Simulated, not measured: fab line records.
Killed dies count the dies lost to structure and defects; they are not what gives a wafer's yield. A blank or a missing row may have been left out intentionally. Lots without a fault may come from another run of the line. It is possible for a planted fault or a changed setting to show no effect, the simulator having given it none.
fab line records :: flow rit_cmos
record
  lots=13
  wafers=39
  last_day=7
route steps=202 shown PSD@151 M1@202
lots that met no fault: taken from a fault-free run of the same line
start_h: start of the lot's first displayed wafer, in hours after the record's first day :: wait_h: hours from the lot's prior step to this one :: " the same as in the row above :: L1.1+2: a single row standing in for several wafers :: - no value present, or no start provided :: * or withheld: withheld :: < > ~ a bound
route shown NAME@n: a module of which the file shows steps, and the number in the route of the first :: usual: the fault-free wafers' mean and standard deviation :: same: alike in all rows :: chamber/n: place in a boat :: sites: the reading at each site :: _std_site: the values' standard deviation :: _edge_site: mean of outer sites minus mean of inner sites :: radius_mm: for every site, how far away it sits from the centre of the wafer :: mask NAME#n: copy n :: behind: the most recent tool/chamber to have shaped the wafer :: hold: why the lot went on hold/how many hours it stayed there/how the hold came to an end :: device: the transistor (n, p or np) that didn't switch :: end of line: tests run on the same wafers once the route is complete :: a step with no rows: only its recipe :: killed: dies that structure and defects cost at the first sort, which is not the same as the wafer's yield :: map: dies across one wafer; x = killed, . = not, _ = none there
set.NAME: the setting as run; set.NAME@STEP: as run at that earlier step :: model.NAME: the simulator's own value behind a step, which no gauge read
route steps across a sampled set of lots; one table per step, one row per wafer
services: when a tool's chamber went out of use (start_h, in hours from the record's first day, below 0 if earlier), for how many hours, and the reason
## steps
# step RIT_PSD_STRIP_09
# recipe
  chemistry=O2
  time_s=180
  resist=NOVOLAK
  platen_temp_c=withheld
  power_w=500
  pressure_mtorr=4000
  o2_flow_sccm=4000
# usual
  drypump_motor_current_A=5.4/0.5
  run_length_s=208.3/0.33
lot.wafer: L878.1
tool: plasma_asher-01
chamber: 0
start_h: 52.38
wait_h: 0.1
drypump_motor_current_A: 4.6
rf_hours_counter_h: 40
run_length_s: 208.2

lot.wafer: L878.4
tool: plasma_asher-01
chamber: 1
start_h: 52.38
wait_h: 0.1
drypump_motor_current_A: 6.0
rf_hours_counter_h: -
run_length_s: 208.8

lot.wafer: L878.6
tool: plasma_asher-01
chamber: 1
start_h: 52.38
wait_h: 0.1
drypump_motor_current_A: 5.9
rf_hours_counter_h: -
run_length_s: 208.3

lot.wafer: L879.2
tool: plasma_asher-03
chamber: 1
start_h: 59.21
wait_h: 0.1
drypump_motor_current_A: 5.5
rf_hours_counter_h: 41
run_length_s: 208.7

lot.wafer: L879.4
tool: plasma_asher-03
chamber: 1
start_h: 59.21
wait_h: 0.1
drypump_motor_current_A: 5.5
rf_hours_counter_h: -
run_length_s: 208.8

lot.wafer: L879.6
tool: plasma_asher-03
chamber: 0
start_h: 59.21
wait_h: 0.1
drypump_motor_current_A: 5.7
rf_hours_counter_h: -
run_length_s: 208.7

lot.wafer: L882.3
tool: plasma_asher-03
chamber: 1
start_h: 73.66
wait_h: 0.1
drypump_motor_current_A: 5.5
rf_hours_counter_h: -
run_length_s: 208.5

lot.wafer: L882.4
tool: plasma_asher-03
chamber: 0
start_h: 73.66
wait_h: 0.1
drypump_motor_current_A: 5.7
rf_hours_counter_h: -
run_length_s: 208.4

lot.wafer: L882.6
tool: plasma_asher-03
chamber: 1
start_h: 73.66
wait_h: 0.1
drypump_motor_current_A: 5.5
rf_hours_counter_h: -
run_length_s: 208.9

lot.wafer: L883.3
tool: plasma_asher-03
chamber: 1
start_h: 80.56
wait_h: 0.1
drypump_motor_current_A: 5.5
rf_hours_counter_h: -
run_length_s: 209.1

lot.wafer: L883.4
tool: plasma_asher-03
chamber: 0
start_h: 80.56
wait_h: 0.1
drypump_motor_current_A: 5.7
rf_hours_counter_h: -
run_length_s: 208.2

lot.wafer: L883.6
tool: plasma_asher-03
chamber: 0
start_h: 80.56
wait_h: 0.1
drypump_motor_current_A: 5.7
rf_hours_counter_h: -
run_length_s: 208.2

lot.wafer: L884.1
tool: plasma_asher-01
chamber: 0
start_h: 82.44
wait_h: 0.1
drypump_motor_current_A: 4.6
rf_hours_counter_h: 43
run_length_s: 208.4

lot.wafer: L884.2
tool: plasma_asher-01
chamber: 1
start_h: 82.44
wait_h: 0.1
drypump_motor_current_A: 6.0
rf_hours_counter_h: 43
run_length_s: 208.5

lot.wafer: L884.6
tool: plasma_asher-01
chamber: 0
start_h: 82.44
wait_h: 0.1
drypump_motor_current_A: 4.6
rf_hours_counter_h: -
run_length_s: 208.3

lot.wafer: L885.3
tool: plasma_asher-02
chamber: 0
start_h: 87.24
wait_h: 0.1
drypump_motor_current_A: 5.0
rf_hours_counter_h: -
run_length_s: 207.8

lot.wafer: L885.4
tool: plasma_asher-02
chamber: 1
start_h: 87.24
wait_h: 0.1
drypump_motor_current_A: 6.0
rf_hours_counter_h: -
run_length_s: 207.8

lot.wafer: L885.5
tool: plasma_asher-02
chamber: 1
start_h: 87.24
wait_h: 0.1
drypump_motor_current_A: 6.0
rf_hours_counter_h: -
run_length_s: 208.7

lot.wafer: L886.2
tool: plasma_asher-03
chamber: 1
start_h: 95.61
wait_h: 0.1
drypump_motor_current_A: 5.5
rf_hours_counter_h: 45
run_length_s: 208.3

lot.wafer: L886.3
tool: plasma_asher-03
chamber: 0
start_h: 95.61
wait_h: 0.1
drypump_motor_current_A: 5.7
rf_hours_counter_h: -
run_length_s: 208.2

lot.wafer: L886.4
tool: plasma_asher-03
chamber: 1
start_h: 95.61
wait_h: 0.1
drypump_motor_current_A: 5.5
rf_hours_counter_h: -
run_length_s: 208.9

lot.wafer: L888.1
tool: plasma_asher-03
chamber: 1
start_h: 105.61
wait_h: 0.1
drypump_motor_current_A: 5.5
rf_hours_counter_h: 46
run_length_s: 208.4

lot.wafer: L888.2
tool: plasma_asher-03
chamber: 0
start_h: 105.61
wait_h: 0.1
drypump_motor_current_A: 5.7
rf_hours_counter_h: 46
run_length_s: 208.2

lot.wafer: L888.4
tool: plasma_asher-03
chamber: 0
start_h: 105.61
wait_h: 0.1
drypump_motor_current_A: 5.7
rf_hours_counter_h: -
run_length_s: 208.2

lot.wafer: L890.1
tool: plasma_asher-01
chamber: 0
start_h: 115.67
wait_h: 0.1
drypump_motor_current_A: 4.6
rf_hours_counter_h: 47
run_length_s: 117.1

lot.wafer: L890.2
tool: plasma_asher-01
chamber: 1
start_h: 115.67
wait_h: 0.1
drypump_motor_current_A: 6.0
rf_hours_counter_h: 47
run_length_s: 117.1

lot.wafer: L890.3
tool: plasma_asher-01
chamber: 1
start_h: 115.67
wait_h: 0.1
drypump_motor_current_A: 6.0
rf_hours_counter_h: -
run_length_s: 117.1

lot.wafer: L894.1
tool: plasma_asher-02
chamber: 0
start_h: 133.66
wait_h: 0.1
drypump_motor_current_A: 5.0
rf_hours_counter_h: 2
run_length_s: 207.9

lot.wafer: L894.3
tool: plasma_asher-02
chamber: 0
start_h: 133.66
wait_h: 0.1
drypump_motor_current_A: 5.0
rf_hours_counter_h: -
run_length_s: 208.0

lot.wafer: L894.4
tool: plasma_asher-02
chamber: 1
start_h: 133.66
wait_h: 0.1
drypump_motor_current_A: 6.0
rf_hours_counter_h: -
run_length_s: 208.3

lot.wafer: L896.1
tool: plasma_asher-02
chamber: 1
start_h: 140.89
wait_h: 0.1
drypump_motor_current_A: 6.0
rf_hours_counter_h: 3
run_length_s: 207.8

lot.wafer: L896.3
tool: plasma_asher-02
chamber: 1
start_h: 140.89
wait_h: 0.1
drypump_motor_current_A: 6.0
rf_hours_counter_h: -
run_length_s: 207.8

lot.wafer: L896.5
tool: plasma_asher-02
chamber: 0
start_h: 140.89
wait_h: 0.1
drypump_motor_current_A: 5.0
rf_hours_counter_h: -
run_length_s: 207.7

lot.wafer: L899.1
tool: plasma_asher-03
chamber: 0
start_h: 155.97
wait_h: 0.1
drypump_motor_current_A: 5.7
rf_hours_counter_h: 47
run_length_s: 208.2

lot.wafer: L899.5
tool: plasma_asher-03
chamber: 1
start_h: 155.97
wait_h: 0.1
drypump_motor_current_A: 5.5
rf_hours_counter_h: -
run_length_s: 208.8

lot.wafer: L899.6
tool: plasma_asher-03
chamber: 0
start_h: 155.97
wait_h: 0.1
drypump_motor_current_A: 5.7
rf_hours_counter_h: -
run_length_s: 208.3

lot.wafer: L901.1
tool: plasma_asher-03
chamber: 1
start_h: 167.13
wait_h: 0.1
drypump_motor_current_A: 5.5
rf_hours_counter_h: 48
run_length_s: 208.3

lot.wafer: L901.2
tool: plasma_asher-03
chamber: 0
start_h: 167.13
wait_h: 0.1
drypump_motor_current_A: 5.7
rf_hours_counter_h: 48
run_length_s: 208.6

lot.wafer: L901.6
tool: plasma_asher-03
chamber: 1
start_h: 167.13
wait_h: 0.1
drypump_motor_current_A: 5.5
rf_hours_counter_h: -
run_length_s: 209.1
# step RIT_M1_PROBE_99
# usual
  killed_at_contacts=0.1/0.34
  killed_at_front_end=7.0/2.9
  killed_dies=7.2/2.9
  killed_on_rim=2.1/1.4
  killed_open=3.6/1.9
  killed_short=3.5/2.1
# same
  gross_dies=264
  killed_at_M0_to_M3=0
  killed_at_M4_up=0
  killed_at_back_side=0
  killed_at_other=0
lot.wafer: L878.1
tool: prober-02
chamber: -
start_h: 60.77
wait_h: 0.1
killed_at_contacts: 0
killed_at_front_end: 4
killed_dies: 4
killed_on_rim: 1
killed_open: 2
killed_short: 2

lot.wafer: L878.4
tool: prober-02
chamber: -
start_h: 60.92
wait_h: 0.2
killed_at_contacts: 0
killed_at_front_end: 13
killed_dies: 13
killed_on_rim: 5
killed_open: 7
killed_short: 6

lot.wafer: L878.6
tool: prober-02
chamber: -
start_h: 61.02
wait_h: 0.2
killed_at_contacts: 0
killed_at_front_end: 10
killed_dies: 10
killed_on_rim: 5
killed_open: 3
killed_short: 7

lot.wafer: L879.2
tool: prober-01
chamber: -
start_h: 67.48
wait_h: 0.1
killed_at_contacts: 0
killed_at_front_end: 8
killed_dies: 8
killed_on_rim: 2
killed_open: 4
killed_short: 4

lot.wafer: L879.4
tool: prober-01
chamber: -
start_h: 67.58
wait_h: 0.2
killed_at_contacts: 0
killed_at_front_end: 9
killed_dies: 9
killed_on_rim: 1
killed_open: 4
killed_short: 5

lot.wafer: L879.6
tool: prober-01
chamber: -
start_h: 67.68
wait_h: 0.2
killed_at_contacts: 0
killed_at_front_end: 6
killed_dies: 6
killed_on_rim: 1
killed_open: 5
killed_short: 1

lot.wafer: L882.3
tool: prober-01
chamber: -
start_h: 81.98
wait_h: 0.2
killed_at_contacts: 0
killed_at_front_end: 6
killed_dies: 6
killed_on_rim: 1
killed_open: 4
killed_short: 2

lot.wafer: L882.4
tool: prober-01
chamber: -
start_h: 82.03
wait_h: 0.2
killed_at_contacts: 0
killed_at_front_end: 6
killed_dies: 6
killed_on_rim: 3
killed_open: 2
killed_short: 4

lot.wafer: L882.6
tool: prober-01
chamber: -
start_h: 82.13
wait_h: 0.2
killed_at_contacts: 0
killed_at_front_end: 11
killed_dies: 11
killed_on_rim: 5
killed_open: 4
killed_short: 7

lot.wafer: L883.3
tool: prober-02
chamber: -
start_h: 88.77
wait_h: 0.2
killed_at_contacts: 0
killed_at_front_end: 10
killed_dies: 10
killed_on_rim: 2
killed_open: 6
killed_short: 4

lot.wafer: L883.4
tool: prober-02
chamber: -
start_h: 88.82
wait_h: 0.2
killed_at_contacts: 2
killed_at_front_end: 4
killed_dies: 6
killed_on_rim: 4
killed_open: 3
killed_short: 3

lot.wafer: L883.6
tool: prober-02
chamber: -
start_h: 88.92
wait_h: 0.2
killed_at_contacts: 1
killed_at_front_end: 7
killed_dies: 8
killed_on_rim: 1
killed_open: 7
killed_short: 1

lot.wafer: L884.1
tool: prober-01
chamber: -
start_h: 90.53
wait_h: 0.1
killed_at_contacts: 0
killed_at_front_end: 6
killed_dies: 6
killed_on_rim: 2
killed_open: 1
killed_short: 5

lot.wafer: L884.2
tool: prober-01
chamber: -
start_h: 90.58
wait_h: 0.1
killed_at_contacts: 0
killed_at_front_end: 11
killed_dies: 11
killed_on_rim: 4
killed_open: 6
killed_short: 5

lot.wafer: L884.6
tool: prober-01
chamber: -
start_h: 90.78
wait_h: 0.2
killed_at_contacts: 0
killed_at_front_end: 6
killed_dies: 6
killed_on_rim: 1
killed_open: 1
killed_short: 5

lot.wafer: L885.3
tool: prober-02
chamber: -
start_h: 95.48
wait_h: 0.2
killed_at_contacts: 0
killed_at_front_end: 9
killed_dies: 9
killed_on_rim: 4
killed_open: 4
killed_short: 5

lot.wafer: L885.4
tool: prober-02
chamber: -
start_h: 95.53
wait_h: 0.2
killed_at_contacts: 0
killed_at_front_end: 3
killed_dies: 3
killed_on_rim: 2
killed_open: 3
killed_short: 0

lot.wafer: L885.5
tool: prober-02
chamber: -
start_h: 95.58
wait_h: 0.2
killed_at_contacts: 0
killed_at_front_end: 6
killed_dies: 6
killed_on_rim: 1
killed_open: 4
killed_short: 2

lot.wafer: L886.2
tool: prober-01
chamber: -
start_h: 103.70
wait_h: 0.1
killed_at_contacts: 0
killed_at_front_end: 7
killed_dies: 7
killed_on_rim: 2
killed_open: 4
killed_short: 3

lot.wafer: L886.3
tool: prober-01
chamber: -
start_h: 103.75
wait_h: 0.2
killed_at_contacts: 0
killed_at_front_end: 10
killed_dies: 10
killed_on_rim: 1
killed_open: 7
killed_short: 3

lot.wafer: L886.4
tool: prober-01
chamber: -
start_h: 103.80
wait_h: 0.2
killed_at_contacts: 0
killed_at_front_end: 6
killed_dies: 6
killed_on_rim: 3
killed_open: 3
killed_short: 3

lot.wafer: L888.1
tool: prober-02
chamber: -
start_h: 113.99
wait_h: 0.1
killed_at_contacts: 0
killed_at_front_end: 11
killed_dies: 11
killed_on_rim: 2
killed_open: 4
killed_short: 7

lot.wafer: L888.2
tool: prober-02
chamber: -
start_h: 114.04
wait_h: 0.1
killed_at_contacts: 1
killed_at_front_end: 8
killed_dies: 9
killed_on_rim: 4
killed_open: 4
killed_short: 5

lot.wafer: L888.4
tool: prober-02
chamber: -
start_h: 114.14
wait_h: 0.2
killed_at_contacts: 0
killed_at_front_end: 9
killed_dies: 9
killed_on_rim: 3
killed_open: 5
killed_short: 3

lot.wafer: L890.1
tool: prober-01
chamber: -
start_h: 124.21
wait_h: 0.1
killed_at_contacts: 0
killed_at_front_end: 264
killed_dies: 264
killed_on_rim: 70
killed_open: 5
killed_short: 2

lot.wafer: L890.2
tool: prober-01
chamber: -
start_h: 124.26
wait_h: 0.1
killed_at_contacts: 0
killed_at_front_end: 264
killed_dies: 264
killed_on_rim: 70
killed_open: 2
killed_short: 2

lot.wafer: L890.3
tool: prober-01
chamber: -
start_h: 124.31
wait_h: 0.2
killed_at_contacts: 0
killed_at_front_end: 264
killed_dies: 264
killed_on_rim: 70
killed_open: 5
killed_short: 4

lot.wafer: L894.1
tool: prober-01
chamber: -
start_h: 141.63
wait_h: 0.1
killed_at_contacts: 0
killed_at_front_end: 13
killed_dies: 13
killed_on_rim: 4
killed_open: 7
killed_short: 6

lot.wafer: L894.3
tool: prober-01
chamber: -
start_h: 141.73
wait_h: 0.2
killed_at_contacts: 0
killed_at_front_end: 12
killed_dies: 12
killed_on_rim: 2
killed_open: 7
killed_short: 5

lot.wafer: L894.4
tool: prober-01
chamber: -
start_h: 141.78
wait_h: 0.2
killed_at_contacts: 0
killed_at_front_end: 4
killed_dies: 4
killed_on_rim: 2
killed_open: 0
killed_short: 4

lot.wafer: L896.1
tool: prober-01
chamber: -
start_h: 149.06
wait_h: 0.1
killed_at_contacts: 0
killed_at_front_end: 7
killed_dies: 7
killed_on_rim: 1
killed_open: 5
killed_short: 2

lot.wafer: L896.3
tool: prober-01
chamber: -
start_h: 149.16
wait_h: 0.2
killed_at_contacts: 0
killed_at_front_end: 7
killed_dies: 7
killed_on_rim: 2
killed_open: 4
killed_short: 3

lot.wafer: L896.5
tool: prober-01
chamber: -
start_h: 149.26
wait_h: 0.2
killed_at_contacts: 0
killed_at_front_end: 9
killed_dies: 9
killed_on_rim: 1
killed_open: 6
killed_short: 3

lot.wafer: L899.1
tool: prober-02
chamber: -
start_h: 164.37
wait_h: 0.1
killed_at_contacts: 0
killed_at_front_end: 1
killed_dies: 1
killed_on_rim: 0
killed_open: 0
killed_short: 1

lot.wafer: L899.5
tool: prober-02
chamber: -
start_h: 164.57
wait_h: 0.2
killed_at_contacts: 0
killed_at_front_end: 6
killed_dies: 6
killed_on_rim: 1
killed_open: 2
killed_short: 4

lot.wafer: L899.6
tool: prober-02
chamber: -
start_h: 164.62
wait_h: 0.2
killed_at_contacts: 1
killed_at_front_end: 3
killed_dies: 4
killed_on_rim: 0
killed_open: 2
killed_short: 2

lot.wafer: L901.1
tool: prober-02
chamber: -
start_h: 175.68
wait_h: 0.1
killed_at_contacts: 1
killed_at_front_end: 14
killed_dies: 15
killed_on_rim: 3
killed_open: 7
killed_short: 8

lot.wafer: L901.2
tool: prober-02
chamber: -
start_h: 175.73
wait_h: 0.1
killed_at_contacts: 0
killed_at_front_end: 12
killed_dies: 12
killed_on_rim: 4
killed_open: 5
killed_short: 7

lot.wafer: L901.6
tool: prober-02
chamber: -
start_h: 175.93
wait_h: 0.2
killed_at_contacts: 0
killed_at_front_end: 10
killed_dies: 10
killed_on_rim: 5
killed_open: 3
killed_short: 7
# killed by level:class
L878.1 ACTIVE:geometric_particle:short=1 REOX:geometric_particle:short=1 REOX:geometric_particle:open=1 SPACER:geometric_particle:open=1
L878.4 GATE:geometric_particle:short=4 GATE:geometric_particle:open=3 FOX2:geometric_particle:open=2 FOX1:geometric_particle:open=1 FOX1:geometric_particle:short=1 REOX:geometric_particle:open=1 SILICIDE:geometric_particle:short=1
L878.6 GATE:geometric_particle:short=4 REOX:geometric_particle:open=3 FOX1:geometric_particle:short=1 FOX2:geometric_particle:short=1 REOX:geometric_particle:short=1
L879.2 GATE:geometric_particle:open=3 GATE:geometric_particle:short=3 REOX:geometric_particle:open=1 SILICIDE:geometric_particle:short=1
L879.4 REOX:geometric_particle:open=3 FOX1:geometric_particle:short=2 REOX:geometric_particle:short=2 GATE:geometric_particle:short=1 GATE:geometric_particle:open=1
L879.6 FOX1:geometric_particle:open=2 GATE:geometric_particle:open=2 FOX2:geometric_particle:open=1 FOX2:geometric_particle:short=1
L882.3 GATE:geometric_particle:open=2 FOX1:geometric_particle:open=1 GATE:geometric_particle:short=1 REOX:geometric_particle:open=1 REOX:geometric_particle:short=1
L882.4 REOX:geometric_particle:short=2 REOX:geometric_particle:open=2 FOX1:geometric_particle:short=1 GATE:geometric_particle:short=1
L882.6 SILICIDE:geometric_particle:short=3 GATE:geometric_particle:short=2 REOX:geometric_particle:open=2 SILICIDE:geometric_particle:open=2 FOX1:geometric_particle:short=1 REOX:geometric_particle:short=1
L883.3 GATE:geometric_particle:open=4 GATE:geometric_particle:short=3 FOX1:geometric_particle:open=2 FOX1:geometric_particle:short=1
L883.4 CONTACT:geometric_particle:open=2 FOX1:geometric_particle:open=1 GATE:geometric_particle:short=1 SPACER:geometric_particle:short=1 SILICIDE:geometric_particle:short=1
L883.6 GATE:geometric_particle:open=4 FOX1:geometric_particle:open=1 GATE:geometric_particle:short=1 SPACER:geometric_particle:open=1 CONTACT:geometric_particle:open=1
L884.1 GATE:geometric_particle:short=2 FOX1:geometric_particle:short=1 GATE:geometric_particle:open=1 SPACER:geometric_particle:short=1 SILICIDE:geometric_particle:short=1
L884.2 GATE:geometric_particle:open=3 SPACER:geometric_particle:short=3 GATE:geometric_particle:short=2 REOX:geometric_particle:open=1 SPACER:geometric_particle:open=1 SILICIDE:geometric_particle:open=1
L884.6 SPACER:geometric_particle:short=2 SILICIDE:geometric_particle:short=2 GATE:geometric_particle:open=1 GATE:geometric_particle:short=1
L885.3 GATE:geometric_particle:open=2 GATE:geometric_particle:short=2 FOX2:geometric_particle:short=1 FOX2:geometric_particle:open=1 SPACER:geometric_particle:open=1 SPACER:geometric_particle:short=1 SILICIDE:geometric_particle:short=1
L885.4 GATE:geometric_particle:open=2 SPACER:geometric_particle:open=1
L885.5 GATE:geometric_particle:open=2 REOX:geometric_particle:open=2 GATE:geometric_particle:short=1 SPACER:geometric_particle:short=1
L886.2 GATE:geometric_particle:open=4 FOX1:geometric_particle:short=2 SILICIDE:geometric_particle:short=1
L886.3 FOX1:geometric_particle:open=2 FOX1:geometric_particle:short=2 GATE:geometric_particle:open=2 SILICIDE:geometric_particle:open=2 REOX:geometric_particle:open=1 SILICIDE:geometric_particle:short=1
L886.4 SPACER:geometric_particle:open=3 SILICIDE:geometric_particle:short=2 SPACER:geometric_particle:short=1
L888.1 GATE:geometric_particle:short=3 FOX1:geometric_particle:short=2 GATE:geometric_particle:open=2 FOX1:geometric_particle:open=1 FOX2:geometric_particle:short=1 SPACER:geometric_particle:open=1 SPACER:geometric_particle:short=1
L888.2 GATE:geometric_particle:short=3 GATE:geometric_particle:open=2 FOX1:geometric_particle:open=1 SPACER:geometric_particle:open=1 SILICIDE:geometric_particle:short=1 CONTACT:geometric_particle:short=1
L888.4 FOX1:geometric_particle:open=3 FOX2:geometric_particle:open=2 FOX1:geometric_particle:short=1 GATE:geometric_particle:short=1 SILICIDE:geometric_particle:short=1 NWELL:coat_microbubble_printed=1
L890.1 SDANNEAL:area_rta=257 FOX1:geometric_particle:open=3 FOX1:geometric_particle:short=1 REOX:geometric_particle:open=1 REOX:geometric_particle:short=1 SPACER:geometric_particle:open=1
L890.2 SDANNEAL:area_rta=260 GATE:geometric_particle:short=2 SPACER:geometric_particle:open=2
L890.3 SDANNEAL:area_rta=255 GATE:geometric_particle:open=3 GATE:geometric_particle:short=3 FOX1:geometric_particle:short=1 REOX:geometric_particle:open=1 SPACER:geometric_particle:open=1
L894.1 FOX2:geometric_particle:open=5 FOX2:geometric_particle:short=2 SILICIDE:geometric_particle:short=2 REOX:geometric_particle:open=1 REOX:geometric_particle:short=1 SPACER:geometric_particle:short=1 SILICIDE:geometric_particle:open=1
L894.3 GATE:geometric_particle:open=3 FOX2:geometric_particle:open=2 FOX2:geometric_particle:short=2 GATE:geometric_particle:short=2 SPACER:geometric_particle:open=2 SILICIDE:geometric_particle:short=1
L894.4 SILICIDE:geometric_particle:short=2 FOX1:geometric_particle:short=1 SPACER:geometric_particle:short=1
L896.1 GATE:geometric_particle:open=2 FOX2:geometric_particle:open=1 GATE:geometric_particle:short=1 REOX:geometric_particle:open=1 SPACER:geometric_particle:open=1 SILICIDE:geometric_particle:short=1
L896.3 FOX1:geometric_particle:open=2 SILICIDE:geometric_particle:open=2 FOX2:geometric_particle:short=1 SPACER:geometric_particle:short=1 SILICIDE:geometric_particle:short=1
L896.5 SILICIDE:geometric_particle:open=3 REOX:geometric_particle:open=2 FOX1:geometric_particle:short=1 FOX2:geometric_particle:open=1 REOX:geometric_particle:short=1 SPACER:geometric_particle:short=1
L899.1 GATE:geometric_particle:short=1
L899.5 GATE:geometric_particle:short=2 SILICIDE:geometric_particle:short=1 GATE:geometric_particle:open=1 REOX:geometric_particle:short=1 SPACER:geometric_particle:open=1
L899.6 FOX1:geometric_particle:open=1 REOX:geometric_particle:short=1 SILICIDE:geometric_particle:open=1 CONTACT:geometric_particle:short=1
L901.1 FOX2:geometric_particle:short=4 GATE:geometric_particle:short=2 GATE:geometric_particle:open=2 SPACER:geometric_particle:open=2 FOX1:geometric_particle:short=1 FOX1:geometric_particle:open=1 REOX:geometric_particle:short=1 SILICIDE:geometric_particle:open=1
L901.2 SPACER:geometric_particle:short=3 FOX1:geometric_particle:open=2 REOX:geometric_particle:short=2 SPACER:geometric_particle:open=2 FOX2:geometric_particle:open=1 FOX2:geometric_particle:short=1 GATE:geometric_particle:short=1
L901.6 FOX2:geometric_particle:short=2 FOX1:geometric_particle:open=1 FOX1:geometric_particle:short=1 GATE:geometric_particle:short=1 REOX:geometric_particle:short=1 SPACER:geometric_particle:short=1 SPACER:geometric_particle:open=1 SILICIDE:geometric_particle:short=1
## services
tool: plasma_asher-03
chamber: -
start_h: 107.97
hours: 28.1
kind: pm

tool: plasma_asher-02
chamber: -
start_h: 108.75
hours: 9.0
kind: pm

tool: plasma_asher-02
chamber: 0
start_h: 108.75
hours: 9.0
kind: vent_cycle

tool: plasma_asher-02
chamber: 1
start_h: 108.75
hours: 9.0
kind: vent_cycle

tool: plasma_asher-02
chamber: 0
start_h: 117.75
hours: -
kind: clean

tool: plasma_asher-02
chamber: 1
start_h: 117.75
hours: -
kind: clean

tool: plasma_asher-03
chamber: -
start_h: 136.07
hours: 14.6
kind: pm

tool: plasma_asher-03
chamber: -
start_h: 162.26
hours: 1.3
kind: repair
## key
first_sign
  step=RIT_PSD_STRIP_09
  reading=run_length_s
  direction=down
  sigmas=99+
  usual=*
  struck=*
effect
  step=RIT_M1_PROBE_99
  reading=killed_dies
  direction=up
  sigmas=89
  usual=7.2
  struck=264
more_kills_born_at
  RIT_SDANNEAL_RTA_03@rtp_anneal-02=772
met_at RIT_PSD_STRIP_09
struck_lots L890
later_rows_left_out L890.1,L890.2,L890.3
tester_left_out L890
onset_between 82.44 115.67
fault
  kind=strip_aborted
  tool=plasma_asher-01
  chamber=-
  onset_h=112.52
  steps=RIT_PSD_STRIP_09
  offset=0.35
  end_h=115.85
# tester_left_out: of these lots the tester's yield and bins aren't shown, on N5 and GAA mostly nor the transistor test; their killed dies are dies lost to structure and defects alone, not to doping, threshold or leakage, so they don't give the yield
# later_rows_left_out: the simulator's readings of these wafers behind a module that went badly wrong aren't trusted and aren't shown, but for the sort
